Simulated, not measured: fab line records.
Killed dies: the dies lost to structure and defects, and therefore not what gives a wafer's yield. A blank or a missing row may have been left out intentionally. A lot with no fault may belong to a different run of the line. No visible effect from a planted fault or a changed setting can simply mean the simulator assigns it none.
Which tool was responsible? + flow rit cmos + Sampling: 14 lots, 38 wafers, 6 of 202 route steps

## WHAT THE GAUGES READ, wafer by wafer
RIT_GATE_THK_MEAS_07. Usual: GATE_OXIDE_THK gives 2.99 nm (standard deviation 0.069).
| lot  | measured    | on            | GATE_OXIDE_THK (nm) | flag |
|------|-------------|---------------|---------------------|------|
| L909 | day 2 09:50 | film metro-02 | 3.12 3.08 3.05      |      |
| L910 | day 2 14:45 | film metro-02 | 3.03 3.03 3.12      |      |
| L912 | day 3 01:04 | film metro-04 | 3.10 3.04 3.08      |      |
| L913 | day 3 09:14 | film metro-02 | 2.97 2.99 2.95      |      |
| L917 | day 4 11:34 | film metro-02 | 2.91 2.95 2.92      |      |
| L918 | day 4 15:44 | film metro-01 | 3.14 3.04 3.04      |      |
| L920 | day 4 23:16 | film metro-02 | 2.94 2.91 2.98      |      |
| L922 | day 5 03:53 | film metro-04 | 3.01 3.06 3.04      |      |
| L923 | day 5 08:40 | film metro-01 | 2.92 2.92 2.92      |      |
| L924 | day 5 14:01 | film metro-04 | 2.98 2.93 3.01      |      |
| L927 | day 6 05:18 | film metro-02 | 3.01                |      |
| L928 | day 6 11:10 | film metro-02 | 2.97                |      |
| L929 | day 6 13:49 | film metro-04 | 2.80 2.89 2.88      |      |
| L930 | day 6 19:29 | film metro-02 | 2.93 2.90 2.87      |      |

RIT_NLDD_OVL_MEAS_06. Usual: NLDD_OVL gives -0.6 nm (standard deviation 1.4).
| lot  | measured    | on         | NLDD_OVL (nm)  | flag |
|------|-------------|------------|----------------|------|
| L909 | day 2 17:12 | overlay-02 | -1.6 -1.0 -2.2 |      |
| L910 | day 2 23:14 | overlay-02 | 1.3 1.2 0.0    |      |
| L912 | day 3 09:54 | overlay-01 | 0.2 -1.3 -0.5  |      |
| L913 | day 3 17:53 | overlay-01 | -1.2 -0.8 -0.9 |      |
| L917 | day 4 20:04 | overlay-01 | -1.8 -2.2 -2.7 |      |
| L918 | day 4 23:15 | overlay-01 | -1.5 -1.4 -1.6 |      |
| L920 | day 5 06:45 | overlay-02 | 1.1 2.3 2.5    |      |
| L922 | day 5 12:11 | overlay-02 | 0.8 0.8 2.2    |      |
| L923 | day 5 18:22 | overlay-02 | -0.2 -1.2 -1.5 |      |
| L924 | day 5 21:29 | overlay-02 | -2.8 -4.0 -1.6 |      |
| L927 | day 6 12:45 | overlay-01 | 0.9            |      |
| L928 | day 6 18:23 | overlay-02 | -0.3           |      |
| L929 | day 6 21:07 | overlay-02 | -0.4 -0.8 1.7  |      |
| L930 | day 7 03:47 | overlay-01 | 1.4 1.6 1.0    |      |

RIT_M1_RS_MEAS_01: uses a four-point probe to measure. Usual: M1_AL_RS gives 0.0732 ohm/sq (standard deviation 0.0011).
| lot  | measured    | on            | M1_AL_RS (ohm/sq)    | flag |
|------|-------------|---------------|----------------------|------|
| L909 | day 3 05:17 | film metro-02 | 0.0734 0.0735 0.0717 |      |
| L910 | day 3 11:19 | film metro-02 | 0.0748 0.0742 0.0746 |      |
| L912 | day 3 21:46 | film metro-01 | 0.0726 0.0738 0.0739 |      |
| L913 | day 4 05:37 | film metro-01 | 0.0736 0.0736 0.0735 |      |
| L917 | day 5 07:58 | film metro-03 | 0.0723 0.0731 0.0747 |      |
| L918 | day 5 10:49 | film metro-02 | 0.0715 0.0709 0.0713 |      |
| L920 | day 5 18:31 | film metro-01 | 0.0740 0.0736 0.0744 |      |
| L922 | day 5 23:40 | film metro-01 | 0.0716 0.0743 0.0733 |      |
| L923 | day 6 05:52 | film metro-03 | 0.0727 0.0737 0.0746 |      |
| L924 | day 6 09:06 | film metro-02 | 0.0736 0.0737 0.0734 |      |
| L927 | day 7 00:35 | film metro-03 | 0.0918               | OFF  |
| L928 | day 7 06:12 | film metro-01 | 0.0912               | OFF  |
| L929 | day 7 08:50 | film metro-01 | 0.0740 0.0738 0.0727 |      |
| L930 | day 7 15:19 | film metro-01 | 0.0725 0.0714 0.0722 |      |

RIT_M1_THK_MEAS_02: measures by xrf. Usual: M1_AL_THK gives 408 nm (standard deviation 6.2).
| lot  | measured    | on            | M1_AL_THK (nm) | flag |
|------|-------------|---------------|----------------|------|
| L909 | day 3 05:23 | film metro-02 | 410 408 417    |      |
| L910 | day 3 11:26 | film metro-02 | 402 402 400    |      |
| L912 | day 3 21:53 | film metro-01 | 411 409 403    |      |
| L913 | day 4 05:44 | film metro-01 | 404 403 405    |      |
| L917 | day 5 08:05 | film metro-03 | 409 405 397    |      |
| L918 | day 5 10:56 | film metro-02 | 416 419 419    |      |
| L920 | day 5 18:38 | film metro-01 | 407 405 404    |      |
| L922 | day 5 23:46 | film metro-01 | 418 406 411    |      |
| L923 | day 6 05:59 | film metro-03 | 410 404 397    |      |
| L924 | day 6 09:13 | film metro-02 | 403 405 407    |      |
| L927 | day 7 00:40 | film metro-03 | 326            | OFF  |
| L928 | day 7 06:19 | film metro-01 | 330            | OFF  |
| L929 | day 7 08:58 | film metro-01 | 404 406 415    |      |
| L930 | day 7 15:26 | film metro-01 | 414 419 415    |      |

## WHAT TOOL EACH LOT RAN ON (gives the tool, then ch and the chambers of the sampled wafers, and finally the start)
| lot  | RIT_CONTACT_CVD_00             | RIT_M1_SPUTTER_00           |
|------|--------------------------------|-----------------------------|
| L909 | pecvd-02 ch 0,2, day 3 02:21   | pvd sputter-02, day 3 04:57 |
| L910 | pecvd-04 ch 0,1, day 3 08:20   | pvd sputter-03, day 3 11:01 |
| L912 | pecvd-02 ch 0,1, day 3 19:07   | pvd sputter-01, day 3 21:28 |
| L913 | pecvd-04 ch 0,1,2, day 4 03:05 | pvd sputter-02, day 4 05:19 |
| L917 | pecvd-03 ch 0,1,2, day 5 05:10 | pvd sputter-02, day 5 07:41 |
| L918 | pecvd-02 ch 0,1, day 5 08:02   | pvd sputter-01, day 5 10:32 |
| L920 | pecvd-03 ch 0,1, day 5 15:50   | pvd sputter-02, day 5 18:13 |
| L922 | pecvd-04 ch 0,1, day 5 21:06   | pvd sputter-02, day 5 23:20 |
| L923 | pecvd-03 ch 0,1,2, day 6 03:13 | pvd sputter-02, day 6 05:34 |
| L924 | pecvd-02 ch 0,2, day 6 06:22   | pvd sputter-03, day 6 08:48 |
| L927 | pecvd-02 ch 1, day 6 21:51     | pvd sputter-02, day 7 00:22 |
| L928 | pecvd-04 ch 1, day 7 03:40     | pvd sputter-02, day 7 05:55 |
| L929 | pecvd-03 ch 0,1,2, day 7 06:16 | pvd sputter-03, day 7 08:33 |
| L930 | pecvd-02 ch 0,1, day 7 12:41   | pvd sputter-01, day 7 15:01 |
- RIT_CONTACT_CVD_00: deposits SiO2 from TEOS, target thk 400 nm, time 61 s.
- RIT_M1_SPUTTER_00: material Al, target thk 400 nm, time 500 s.

## AS READ BY THE TOOLS THEMSELVES (means over the sampled wafers that have a number; for cases with no such wafer, the mark the record gives instead)
RIT_CONTACT_CVD_00. Usual: 333 W for heater power w, sd 54.
| lot  | tool     | heater power w (W) | flag |
|------|----------|--------------------|------|
| L909 | pecvd-02 | 328                |      |
| L910 | pecvd-04 | 345                |      |
| L912 | pecvd-02 | 237                |      |
| L913 | pecvd-04 | 325                |      |
| L917 | pecvd-03 | 363                |      |
| L918 | pecvd-02 | 258                |      |
| L920 | pecvd-03 | 364                |      |
| L922 | pecvd-04 | 346                |      |
| L923 | pecvd-03 | 381                |      |
| L924 | pecvd-02 | 302                |      |
| L927 | pecvd-02 | 219                |      |
| L928 | pecvd-04 | 322                |      |
| L929 | pecvd-03 | 380                |      |
| L930 | pecvd-02 | 276                |      |

RIT_M1_SPUTTER_00. Usual: cathode dc power W 2000.0 W, standard deviation 0.36; throttle valve pct 30.6 %, standard deviation 1.2.
| lot  | tool           | cathode dc power W (W) | throttle valve pct (%) | flag |
|------|----------------|------------------------|------------------------|------|
| L909 | pvd sputter-02 | 2000.0                 | 30.7                   |      |
| L910 | pvd sputter-03 | 1999.9                 | 30.6                   |      |
| L912 | pvd sputter-01 | 1999.8                 | 30.2                   |      |
| L913 | pvd sputter-02 | 2000.1                 | 31.0                   |      |
| L917 | pvd sputter-02 | 2000.0                 | 30.6                   |      |
| L918 | pvd sputter-01 | 1999.8                 | 30.7                   |      |
| L920 | pvd sputter-02 | 2000.3                 | 30.3                   |      |
| L922 | pvd sputter-02 | 1999.5                 | 30.7                   |      |
| L923 | pvd sputter-02 | 1999.8                 | 31.2                   |      |
| L924 | pvd sputter-03 | 2000.1                 | 30.3                   |      |
| L927 | pvd sputter-02 | 1999.8                 | 32.5                   |      |
| L928 | pvd sputter-02 | 1999.8                 | 32.4                   |      |
| L929 | pvd sputter-03 | 2000.2                 | 30.4                   |      |
| L930 | pvd sputter-01 | 1999.8                 | 30.2                   |      |

## THE ANSWER, worked out from the rows above alone
Rule: a lot counts as off when the mean over its wafers that have a number is more than 3 standard deviations away from the usual mean. A lot without any number at a reading at which 4 lots or more have one is off too. Any other lot the step has rows for is counted as sound. Order of review: gauges by route order, followed by the tools' own readings, for which a lot's mean as printed above is used. The first step at which some lot is off is used, and at that step the reading that is off furthest; a lot without a number counts as furthest.
Off: L927, L928, at RIT_M1_RS_MEAS_01 (M1_AL_RS).
If a tool, at a process step before that reading, ran all the lots that are off and no sound lot after the first of them, it fits. The gauges at RIT_M1_RS_MEAS_01 are tried like those tools. One fits: pvd sputter-02 at RIT_M1_SPUTTER_00. Its last sound lot is L923 (day 6 05:34), its first lot that is off L927 (day 7 00:22): a fault that began between those two fits.
On the lots that are off, the tool's own readings at RIT_M1_SPUTTER_00 differ by more than 5 times the standard deviation of the sound lots' means, which bears it out; throttle valve pct reads 32.5 % there versus 30.6 % on the sound lots.

## WHAT THE SIMULATOR HAD INSERTED
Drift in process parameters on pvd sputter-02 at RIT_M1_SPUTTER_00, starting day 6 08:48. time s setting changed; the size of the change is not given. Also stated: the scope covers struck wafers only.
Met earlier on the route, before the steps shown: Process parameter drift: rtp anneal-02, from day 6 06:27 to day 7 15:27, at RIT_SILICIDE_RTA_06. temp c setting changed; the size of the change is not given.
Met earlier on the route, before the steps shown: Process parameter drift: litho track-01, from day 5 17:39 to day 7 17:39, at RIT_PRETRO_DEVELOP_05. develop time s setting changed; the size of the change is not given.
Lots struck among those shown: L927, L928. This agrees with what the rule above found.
